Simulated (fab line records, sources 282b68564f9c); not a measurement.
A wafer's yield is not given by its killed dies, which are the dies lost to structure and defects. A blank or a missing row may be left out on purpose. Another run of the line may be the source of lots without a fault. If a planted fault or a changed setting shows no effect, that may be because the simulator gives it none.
Split-lot experiment ; flow rit cmos ; on a route of 202 steps: 5 lots, 23 wafers read

## ABOUT THE SPLIT
At RIT_GATE_SOFTBAKE_12 (time 60 s), the setting temp c was moved away from the recipe's 90 C on 8 of the 23 wafers read, by -4.0% to +3.6%. This setting was run at the recipe's value on the other wafers.

## SPLIT TO READING: what lies between them in the file, 1 step
- RIT_GATE_EXPOSE_13: exposes mask M6, target cd 150 nm (also split here: dose mj)

## THE READING
NOVOLAK_of_GATE_COAT_11.thk nm (the simulator's own value, which no gauge read), in nm, at RIT_GATE_DEVELOP_15 (develop time 50 s). The file does not state a usual value for it. Average 846.5 nm, standard deviation 2.7 nm, over the 15 wafers here run with the recipe.

wafer;tool, chamber at the split;temp c as run, C;against the recipe;NOVOLAK_of_GATE_COAT_11.thk nm, nm;against lot-mates on the recipe
L074.1;litho track-01, 0;93.23;+3.6%;839.6;-9.8
L074.2;litho track-01, 0;93.23;+3.6%;840.5;-8.9
L074.3;litho track-01, 0;90;recipe;848.7;-
L074.5;litho track-01, 0;90;recipe;850;-
L074.6;litho track-01, 0;93.23;+3.6%;840.4;-9.0
L075.1;litho track-02, 0;90;recipe;846.7;-
L075.2;litho track-02, 0;86.36;-4.0%;856.1;+8.4
L075.3;litho track-02, 0;90;recipe;847.1;-
L075.4;litho track-02, 0;90;recipe;849.2;-
L075.6;litho track-02, 0;86.36;-4.0%;854.5;+6.8
L077.1;litho track-04, 0;87.39;-2.9%;850.2;+2.5
L077.2;litho track-04, 0;87.39;-2.9%;856.3;+8.5
L077.3;litho track-04, 0;90;recipe;846.1;-
L077.4;litho track-04, 0;87.39;-2.9%;855.4;+7.6
L077.5;litho track-04, 0;90;recipe;849.4;-
L078.2;litho track-01, 0;90;recipe;842.1;-
L078.3;litho track-01, 0;90;recipe;840.6;-
L078.5;litho track-01, 0;90;recipe;843;-
L085.1;litho track-01, 0;90;recipe;848.4;-
L085.3;litho track-01, 0;90;recipe;847.3;-
L085.4;litho track-01, 0;90;recipe;845.6;-
L085.5;litho track-01, 0;90;recipe;845.5;-
L085.6;litho track-01, 0;90;recipe;847.9;-

THE FIT
A straight line over all 23 wafers: NOVOLAK_of_GATE_COAT_11.thk nm changes by -2.09 nm for each +1% of temp c; r = -0.87; the points scatter about the line by 2.6 nm.
The same after taking each lot's own level away (the mean of its wafers on the recipe; 23 wafers): -2.24 nm for each +1%; r = -0.95; scatter 1.5 nm.
On that fit, the largest move of temp c shifts the reading by 9.1 nm.
Across the lots, their own levels run from 841.90 to 849.35 nm, a range of 2.8 times the standard deviation given above.
The two slopes agree, so the slope changes little with the lot-to-lot level.
Check: +8.84 nm against its lot-mates is what the line predicts for one of the wafers moved furthest among these (-4.0%) when that wafer is left out of the fit. It came out at +8.43 nm against them.

## OTHER SPLITS APPLIED TO THESE WAFERS
Note: prior to the reading, these wafers also went through further splits. Each is held against what the fit with the lots' levels taken away leaves over:
other split on the same wafers;wafers away from the commonest value;r with NOVOLAK_of_GATE_COAT_11.thk nm (lot level and that fit taken away)
RIT_ACTIVE_COAT_06 spin rpm;9;+0.33
RIT_FOX1_OXIDATION_00 ox time s;15;-0.02
RIT_GATE_OXIDATION_05 ox time s;15;-0.06
RIT_GATE_EXPOSE_13 dose mj;8;+0.13

## THE FILE'S OWN FIT
NOVOLAK_of_GATE_COAT_11.thk nm changes by -2.18 nm for each +1% of temp c, r = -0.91.
